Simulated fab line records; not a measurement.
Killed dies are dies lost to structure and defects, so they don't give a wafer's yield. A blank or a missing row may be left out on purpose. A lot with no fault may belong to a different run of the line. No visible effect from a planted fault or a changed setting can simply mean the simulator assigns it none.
Struck lot and sound lot, side by side | flow berkeley cmos170 | 44 out of 331 route steps
Sound: wafers L699.1, L699.2, L699.5. Struck: wafers L707.1, L707.3, L707.5. Last of all comes the cause.
Each step with rows lists, per side, the tool, then ch with its chambers, then its first start. Under that, the readings that differ: sound wafers | struck wafers | difference of the means | sigmas: that difference in standard deviations of wafers without a fault.
alike: words and numbers the same on both sides, and readings whose means are apart by under 2 such deviations; not compared: readings that were withheld, readings missing a value for some wafer, numbers with overlapping values and no deviation given by the record, and bounds like >300 which may hide the same value.
The two part at a step that has a row with sigmas, a row that says differs or no value, or rows on one side only. Non-overlapping numbers with no deviation appear without sigmas and do not part them. Lack of a reading on every wafer of one side parts them only where that side has two or more wafers.

UCB170_GATE_ETCH_15: etches poly-Si in HBr/Cl2, stops on SiO2, time 56.3 s, target depth 278.2 nm.
  sound on rie si-02 ch 0,1,3, day 6 23:23; struck on rie si-01 ch 0,3, day 8 09:07
  alike: drypump motor current A, oes product au, throttle valve pct
  not compared: rf hours counter h
UCB170_GATE_STRIP_16: strips in O2.
  sound on plasma asher-02 ch 0,1, day 6 23:26; struck on plasma asher-04 ch 0,1, day 8 09:10
  alike: drypump motor current A, oes product au
  not compared: rf hours counter h
UCB170_GATE_CD_MEAS_90: the cd target is 350 nm.
  sound on cd sem-02 at day 6 23:32; struck on cd sem-01 at day 8 09:16
  alike: cd nm
then, 7 steps without rows for these wafers: UCB170_GATE_CLEAN_17 (cleans in SPM, time 600 s); UCB170_PLDD_HMDS_00 (prime time 60 s); UCB170_PLDD_COAT_01 (resist thk 900 nm); UCB170_PLDD_SOFTBAKE_02 (time 60 s); UCB170_PLDD_EXPOSE_03 (exposes mask PSELECT, target cd 1200 nm); UCB170_PLDD_PEB_04; UCB170_PLDD_DEVELOP_05 (develop time 45 s).
UCB170_PLDD_CD_MEAS_06: the cd target is 1200 nm.
  sound on cd sem-02 at day 7 01:05; struck on cd sem-02 at day 8 11:44
  alike: cd nm
UCB170_PLDD_OVL_MEAS_07:
  sound on overlay-02 at day 7 01:12; struck on overlay-02 at day 8 11:51
  alike: PLDD_OVL
UCB170_PLDD_IMPLANT_08:
  sound on implanter-03 ch 0, day 7 01:14; struck on implanter-04 ch 0, day 8 12:12
  alike: tilt deg
then, 1 step without rows for these wafers: UCB170_PLDD_IMPLANT_09.
UCB170_PLDD_STRIP_10: strips in O2.
  sound on plasma asher-01 ch 0,1, day 7 01:32; struck on plasma asher-01 ch 1, day 8 12:40
  alike: drypump motor current A, oes product au, strip time to endpoint s
  not compared: rf hours counter h
UCB170_PLDD_TW_MEAS_11:
  sound on film metro-03 at day 7 01:38; struck on film metro-02 at day 8 12:46
  reading | sound          | struck         | difference | sigmas
  PLDD_TW | 1009 1004 1006 | 1159 1159 1157 | +152       | +18
then, 7 steps without rows for these wafers: UCB170_PLDD_CLEAN_12 (cleans in SPM, time 600 s); UCB170_NLDD_HMDS_00 (prime time 60 s); UCB170_NLDD_COAT_01 (resist thk 900 nm); UCB170_NLDD_SOFTBAKE_02 (time 60 s); UCB170_NLDD_EXPOSE_03 (exposes mask NSELECT, target cd 1200 nm); UCB170_NLDD_PEB_04; UCB170_NLDD_DEVELOP_05 (develop time 45 s).
UCB170_NLDD_CD_MEAS_06: the cd target is 1200 nm.
  sound on cd sem-02 at day 7 03:31; struck on cd sem-01 at day 8 14:05
  alike: cd nm
UCB170_NLDD_OVL_MEAS_07:
  sound on overlay-02 at day 7 03:38; struck on overlay-02 at day 8 14:12
  alike: NLDD_OVL
then, 2 steps without rows for these wafers: UCB170_NLDD_IMPLANT_08; UCB170_NLDD_IMPLANT_09.
UCB170_NLDD_STRIP_10: strips in O2.
  sound on plasma asher-02 ch 0,1, day 7 03:59; struck on plasma asher-02 ch 0,1, day 8 14:32
  alike: drypump motor current A, oes product au, strip time to endpoint s
  not compared: rf hours counter h
UCB170_NLDD_TW_MEAS_11:
  sound on film metro-01 at day 7 04:05; struck on film metro-03 at day 8 14:38
  alike: NLDD_TW
then, 1 step without rows for these wafers: UCB170_NLDD_CLEAN_12 (cleans in SPM, time 600 s).
UCB170_SPACER_CVD_00: deposits SiO2 from TEOS/O2, target thk 376 nm, time 47 s.
  sound on pecvd-02 ch 1,2, day 7 04:29; struck on pecvd-04 ch 0,2, day 8 15:02
  alike: heater power w, susceptor temp C
UCB170_SPACER_THK_MEAS_01:
  sound on film metro-04 at day 7 04:32; struck on film metro-01 at day 8 15:04
  alike: SPACER_TEOS_THK
then, 8 steps without rows for these wafers: UCB170_SPACER_ANNEAL_02 (time 1800 s); UCB170_SPACER_ETCHBACK_03 (etches SiO2 in CHF3/CF4/Ar, stops on Si, target depth 376 nm, time 100 s); UCB170_PSD_HMDS_00 (prime time 60 s); UCB170_PSD_COAT_01 (resist thk 900 nm); UCB170_PSD_SOFTBAKE_02 (time 60 s); UCB170_PSD_EXPOSE_03 (exposes mask PSELECT MOD, target cd 1200 nm); UCB170_PSD_PEB_04; UCB170_PSD_DEVELOP_05 (develop time 45 s).
UCB170_PSD_CD_MEAS_06: the cd target is 1200 nm.
  sound on cd sem-01 at day 7 09:26; struck on cd sem-01 at day 8 20:59
  alike: cd nm
UCB170_PSD_OVL_MEAS_07:
  sound on overlay-02 at day 7 09:34; struck on overlay-02 at day 8 21:06
  alike: PSD_OVL
UCB170_SDANNEAL_RS_MEAS_04: a four-point-probe measurement.
  sound on film metro-03 at day 7 13:33; struck on film metro-03 at day 9 00:34
  reading          | sound                | struck            | difference | sigmas
  PLDD_RS (ohm/sq) | 1032.1 1032.0 1034.7 | 756.4 754.1 753.7 | -278.2     | -96
UCB170_M3_PROBE_99:
  the record has rows for the sound wafers here (prober-02, day 8 12:55) and none for the struck ones

== WHERE THEY PART ==
At UCB170_PLDD_TW_MEAS_11 first; at UCB170_M3_PROBE_99 last (within this record only).

WHY: the cause the simulator had injected
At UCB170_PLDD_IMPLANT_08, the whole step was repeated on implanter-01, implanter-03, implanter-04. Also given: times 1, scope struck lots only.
